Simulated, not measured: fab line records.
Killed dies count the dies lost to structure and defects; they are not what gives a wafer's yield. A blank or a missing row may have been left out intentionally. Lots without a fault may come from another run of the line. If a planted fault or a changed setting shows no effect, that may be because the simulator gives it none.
Struck lot and sound lot, side by side || flow berkeleyCmos170 || 19 out of 331 route steps
Sound: the wafers L438.2, L438.4, L438.6. Wafers struck: L430.1, L430.3, L430.6. The cause is named last.
Order at every step that has rows: each side's tool, ch and its chambers, its first start. Under that, the readings that differ: sound wafers || struck wafers || difference of the means || sigmas: that difference in standard deviations of wafers without a fault.
alike: readings with means less than 2 such deviations apart, plus words and numbers identical on both sides. not compared: withheld readings, readings lacking a value on some wafer, bounds such as >300 that could conceal the same value, and numbers that have no deviation in the record and whose values overlap.
The two part at a step that has a row with sigmas, a row that says differs or no value, or rows on one side only. When numbers do not overlap yet have no deviation, they are printed without sigmas and do not part them. A reading missing from all wafers of one side parts the sides only when that side holds two or more wafers.

UCB170_GATE_CD_MEAS_12: target cd 350 nm.
  struck on cdSem-01, day 6 22:32; sound on cdSem-01, day 8 12:53
  alike: cdNm
UCB170_GATE_OVL_MEAS_13:
  struck on overlay-01, day 6 22:40; sound on overlay-02, day 8 13:00
  alike: GATE_OVL
UCB170_GATE_ETCH_14: etches BARC in N2/H2.
  sound on rieDiel-03 ch 0,1,3, day 8 13:02; struck on rieDiel-04 ch 1,2,3, day 6 22:42
  alike: drypumpMotorCurrentA, oesProductAu, throttleValvePct
UCB170_GATE_ETCH_15: etches poly-Si in HBr/Cl2, stops on SiO2, time 56.3 s, target depth 278.2 nm.
  sound on rieSi-01 ch 0,2,3, day 8 13:04; struck on rieSi-02 ch 0,1, day 6 22:44
  alike: drypumpMotorCurrentA, oesProductAu, throttleValvePct
  not compared: rfHoursCounterH
UCB170_GATE_STRIP_16: strips in O2.
  sound on plasmaAsher-03 ch 0,1, day 8 13:07; struck on plasmaAsher-02 ch 0,1, day 6 22:47
  alike: drypumpMotorCurrentA, oesProductAu
  not compared: rfHoursCounterH
UCB170_GATE_CD_MEAS_90: target cd 350 nm.
  struck on cdSem-01, day 6 22:53; sound on cdSem-02, day 8 13:14
  alike: cdNm
then, 6 steps without rows for these wafers: UCB170_GATE_CLEAN_17 (cleans in SPM, time 600 s); UCB170_PLDD_HMDS_00 (prime time 60 s); UCB170_PLDD_COAT_01 (resist thk 900 nm); UCB170_PLDD_SOFTBAKE_02 (time 60 s); UCB170_PLDD_EXPOSE_03 (exposes mask PSELECT, target cd 1200 nm); UCB170_PLDD_PEB_04.
UCB170_PLDD_DEVELOP_05: develop time 45 s.
  sound on lithoTrack-04 ch 0, day 8 14:00; struck on lithoTrack-02 ch 0, day 7 00:00
  alike: resistLineTempC
UCB170_PLDD_OVL_MEAS_07:
  struck on overlay-01, day 7 00:52; sound on overlay-02, day 8 14:37
  alike: PLDD_OVL
then, 2 steps without rows for these wafers: UCB170_PLDD_IMPLANT_08; UCB170_PLDD_IMPLANT_09.
UCB170_PLDD_STRIP_10: strips in O2.
  sound on plasmaAsher-03 ch 0,1, day 8 15:00; struck on plasmaAsher-03 ch 0,1, day 7 01:12
  alike: drypumpMotorCurrentA, oesProductAu, stripTimeToEndpointS
  not compared: rfHoursCounterH
UCB170_PLDD_TW_MEAS_11:
  struck on filmMetro-02, day 7 01:18; sound on filmMetro-01, day 8 15:07
{"reading": "PLDD_TW", "sound": "1010 1014 1017", "struck": "30 30 30", "difference": -984, "sigmas": "-99 or more"}
then, 1 step without rows for these wafers: UCB170_PLDD_CLEAN_12 (cleans in SPM, time 600 s).

== WHERE THEY PART ==
UCB170_PLDD_TW_MEAS_11 only, going by this record.

WHY: what the simulator had put in
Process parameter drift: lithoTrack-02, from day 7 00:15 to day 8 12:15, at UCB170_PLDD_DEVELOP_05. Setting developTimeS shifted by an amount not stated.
